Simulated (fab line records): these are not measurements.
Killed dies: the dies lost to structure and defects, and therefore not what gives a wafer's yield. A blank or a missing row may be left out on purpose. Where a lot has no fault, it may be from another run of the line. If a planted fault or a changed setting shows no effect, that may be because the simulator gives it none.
Comparing a struck lot with a sound one :: flow berkeley-cmos170 :: 22 out of 331 route steps
Sound: these wafers, L422.4, L422.5, L422.6. Wafers struck: L430.1, L430.2, L430.3. At the end, the cause is stated.
Each step with rows lists, per side, the tool, then ch with its chambers, then its first start. Under that, the readings that differ: sound wafers :: struck wafers :: difference of the means :: sigmas: that difference in standard deviations of wafers without a fault.
alike: readings whose means differ by less than 2 such deviations, and words and numbers that are the same on both sides. not compared: withheld readings, readings that some wafer has no value for, bounds like >300 that may hide the same value, and numbers for which the record gives no deviation and whose values overlap.
Wherever a step has rows on one side only, a row that says differs or no value, or a row with sigmas, the two part there. Numbers that don't overlap but have no deviation are shown without sigmas and don't part them. A reading missing from all wafers of one side parts the sides only when that side holds two or more wafers.

first, 1 step without rows for these wafers: UCB170_PVT_IMPLANT_07.
UCB170_PVT_STRIP_08: strips in O2.
  sound on plasma-asher-03 ch 0,1, day 5 21:43; struck on plasma-asher-02 ch 0,1, day 7 10:39
  alike: drypump-motor-current-A, oes-product-au, strip-time-to-endpoint-s
  not compared: rf-hours-counter-h
UCB170_PVT_TW_MEAS_09:
  sound on film-metro-04 at day 5 21:49; struck on film-metro-03 at day 7 10:45
reading: PVT_TW
sound: 494 493 493
struck: 510 512 507
difference: +16
sigmas: +3
then, 1 step without rows for these wafers: UCB170_GATE_WET_ETCH_00 (etches SiO2 in dHF, time 200 s).
UCB170_FIELD_THK_MEAS_91:
  sound on film-metro-04 at day 5 22:27; struck on film-metro-03 at day 7 10:52
  alike: FIELD_OXIDE_LEFT_2_THK
then, 1 step without rows for these wafers: UCB170_GATE_OXIDATION_01 (target thk 6.6 nm, ox time 1800 s).
UCB170_GATE_THK_MEAS_02:
  sound on film-metro-04 at day 6 01:04; struck on film-metro-04 at day 7 13:02
  alike: GATE_OXIDE_THK
then, 2 steps without rows for these wafers: UCB170_GATE_ANNEAL_03 (time 1800 s); UCB170_GATE_CVD_04 (deposits poly-Si from SiH4, time 1440 s, target thk 214 nm).
UCB170_GATE_THK_MEAS_05:
  sound on film-metro-01 at day 6 09:26; struck on film-metro-02 at day 7 17:11
  alike: GATE_POLY_THK
then, 2 steps without rows for these wafers: UCB170_GATE_COAT_06; UCB170_GATE_COAT_07 (resist thk 900 nm).
UCB170_GATE_SOFTBAKE_08: time 60 s.
  sound on litho-track-03 ch 0, day 6 10:00; struck on litho-track-01 ch 0, day 7 17:00
reading: heater-power-total-W (W)
sound: 56.81 56.76 56.86
struck: 65.51 65.55 65.63
difference: +8.75
sigmas: +99 or more

reading: plate-temp-C (C)
sound: 129.89 130.04 129.85
struck: 145.33 145.26 145.09
difference: +15.30
sigmas: +99 or more

reading: model.KrF_of_GATE_COAT_07.thk-nm (nm)
sound: 898.1 897.7 899.7
struck: 887 887.1 888.4
difference: -11
sigmas: 
then, 3 steps without rows for these wafers: UCB170_GATE_EXPOSE_09 (exposes mask POLY, target cd 350 nm); UCB170_GATE_PEB_10; UCB170_GATE_DEVELOP_11 (develop time 45 s).
UCB170_GATE_CD_MEAS_12: target cd 350 nm.
  sound on cd-sem-02 at day 6 11:13; struck on cd-sem-02 at day 7 18:13
reading: cd-nm (nm)
sound: 350.7 349.9 350.3
struck: 299.9 301.6 301.0
difference: -49.5
sigmas: -38
UCB170_GATE_OVL_MEAS_13:
  sound on overlay-02 at day 6 11:17; struck on overlay-01 at day 7 18:20
  alike: GATE_OVL
UCB170_GATE_ETCH_14: etches BARC in N2/H2.
  sound on rie-diel-04 ch 2,3, day 6 11:18; struck on rie-diel-04 ch 1,2,3, day 7 18:22
  alike: drypump-motor-current-A, n2-flow-sccm, oes-product-au, throttle-valve-pct
UCB170_GATE_ETCH_15: etches poly-Si in HBr/Cl2, stops on SiO2, time 56.3 s, target depth 278.2 nm.
  sound on rie-si-01 ch 0,1,3, day 6 11:21; struck on rie-si-02 ch 0,2,3, day 7 18:24
reading: model.GATE.cd-nm (nm)
sound: 349.6 350.6 348.9
struck: 300.7 300 299.3
difference: -49.7
sigmas: 

reading: model.KrF_of_GATE_COAT_07.thk-nm (nm)
sound: 776.4 771.2 780.1
struck: 762.4 763.2 766.9
difference: -11.7
sigmas: 
  alike: drypump-motor-current-A, oes-product-au, throttle-valve-pct
  not compared: rf-hours-counter-h
UCB170_GATE_STRIP_16: strips in O2.
  sound on plasma-asher-02 ch 0,1, day 6 11:26; struck on plasma-asher-01 ch 0,1, day 7 18:27
  alike: drypump-motor-current-A, oes-product-au
  not compared: rf-hours-counter-h
UCB170_M3_PROBE_99:
  sound on prober-01 at day 8 00:32; struck on prober-02 at day 9 07:52
reading: model.etest.pmos_0p35.r-on-ohm-um
sound: 4621 4710 4688
struck: 3902 3841 3833
difference: -814
sigmas: 

reading: model.etest.pmos_0p6.r-on-ohm-um
sound: 8397 8552 8485
struck: 7741 7680 7580
difference: -811
sigmas: 

reading: model.etest.nmos_0p35.r-on-ohm-um
sound: 1474 1485 1490
struck: 1293 1278 1276
difference: -201
sigmas: 

reading: model.etest.nmos_0p6.r-on-ohm-um
sound: 2311 2324 2322
struck: 2126 2103 2095
difference: -211
sigmas: 

reading: model.etest.pmos-turned.drive-ua-um
sound: 298.8 295.7 297.9
struck: 360.9 362.2 367.3
difference: +66.0
sigmas: 

reading: model.etest.pmos_0p35.drive-ua-um
sound: 286.1 283.7 284.8
struck: 340.4 343.1 347.1
difference: +58.7
sigmas: 

reading: model.etest.npoly-line.width-nm (nm)
sound: 320.1 322.1 323.3
struck: 273.4 273 269.8
difference: -49.8
sigmas: 

reading: model.etest.ppoly-line.width-nm (nm)
sound: 321.8 322.1 320.4
struck: 271.4 270.6 270
difference: -50.8
sigmas: 

WHERE THEY PART
Earliest at UCB170_PVT_TW_MEAS_09; latest, in this record, at UCB170_GATE_CD_MEAS_12. Later steps at which nothing parts them and some readings are alike: UCB170_GATE_OVL_MEAS_13, UCB170_GATE_ETCH_14, UCB170_GATE_ETCH_15, UCB170_GATE_STRIP_16.

WHY: what the simulator had put in
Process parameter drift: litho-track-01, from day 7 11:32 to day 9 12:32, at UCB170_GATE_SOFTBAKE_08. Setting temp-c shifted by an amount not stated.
